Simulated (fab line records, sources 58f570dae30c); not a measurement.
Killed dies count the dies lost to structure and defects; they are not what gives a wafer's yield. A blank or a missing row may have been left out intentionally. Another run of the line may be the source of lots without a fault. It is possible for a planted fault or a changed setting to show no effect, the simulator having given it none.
Split-lot trial -- flow berkeley_cmos170 -- on a route of 331 steps: 5 lots, 23 wafers read

## THE SPLIT ITSELF
At UCB170_NWELL_IMPLANT_14, the setting dose_cm2 was moved away from the recipe's 1e+13 on 8 of the 23 wafers read, by -4.8% to +7.5%. All remaining wafers had this setting at the recipe value.

## BETWEEN THE SPLIT AND THE READING: the file shows 1 step in between
- UCB170_NWELL_STRIP_15: strips in O2

## THE READING
NWELL_TW, at UCB170_NWELL_TW_MEAS_16. A value of 1248 with a standard deviation of 8.1 is what fault-free wafers of this fab line usually give.

wafer,"tool, chamber at the split",dose_cm2 as run,against the recipe,NWELL_TW,against lot-mates on the recipe
L074.4,"implanter-02, 0",1e+13,recipe,1249,-
L074.5,"implanter-02, 0",1e+13,recipe,1243,-
L074.6,"implanter-02, 0",1e+13,recipe,1239,-
L077.1,"implanter-03, 0",9.516e+12,-4.8%,1225,-22
L077.2,"implanter-03, 0",1e+13,recipe,1247,-
L077.3,"implanter-03, 0",9.516e+12,-4.8%,1224,-24
L077.4,"implanter-03, 0",1e+13,recipe,1248,-
L077.6,"implanter-03, 0",9.516e+12,-4.8%,1226,-22
L078.2,"implanter-02, 0",1e+13,recipe,1261,-
L078.3,"implanter-02, 0",1e+13,recipe,1251,-
L078.4,"implanter-02, 0",1e+13,recipe,1253,-
L078.5,"implanter-02, 0",1e+13,recipe,1259,-
L078.6,"implanter-02, 0",1e+13,recipe,1255,-
L079.1,"implanter-04, 0",1.065e+13,+6.5%,1263,+26
L079.2,"implanter-04, 0",1.065e+13,+6.5%,1262,+24
L079.3,"implanter-04, 0",1e+13,recipe,1237,-
L079.4,"implanter-04, 0",1e+13,recipe,1238,-
L079.6,"implanter-04, 0",1.065e+13,+6.5%,1262,+24
L082.2,"implanter-02, 0",1e+13,recipe,1229,-
L082.3,"implanter-02, 0",1e+13,recipe,1231,-
L082.4,"implanter-02, 0",1.075e+13,+7.5%,1264,+32
L082.5,"implanter-02, 0",1e+13,recipe,1236,-
L082.6,"implanter-02, 0",1.075e+13,+7.5%,1268,+36

FIT RESULTS
A straight line over all 23 wafers: NWELL_TW changes by +3.12 for each +1% of dose_cm2; r = +0.81; the points scatter about the line by 8.3.
The same after taking each lot's own level away (the mean of its wafers on the recipe; 23 wafers): +4.3 for each +1%; r = +0.98; scatter 3.1.
The reading moves by 32 for the largest change in dose_cm2, on that fit.
From 1232.0 to 1255.8: that is the span of the lots' own levels, equal to 2.9 times the standard deviation above.
Thus the slope moves with the lot-to-lot level: the two fits are different.
Check: with one of the wafers moved furthest among these (+7.5%) left out of the fit, the line predicts +31.7 for it against its lot-mates. It came out at +32 against them.

## FURTHER SPLITS ON THESE WAFERS
These wafers also went through other splits before the reading. Each is held against what the fit with the lots' levels taken away leaves over:
other split on the same wafers,wafers away from the commonest value,r with NWELL_TW (lot level and that fit taken away)
UCB170_ZERO_STRIP_07 o2_flow_sccm,10,+0.23
UCB170_NWELL_CVD_04 pressure_mtorr,15,-0.07

## FILE'S OWN FIT
NWELL_TW changes by +4.27 for each +1% of dose_cm2, r = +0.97.
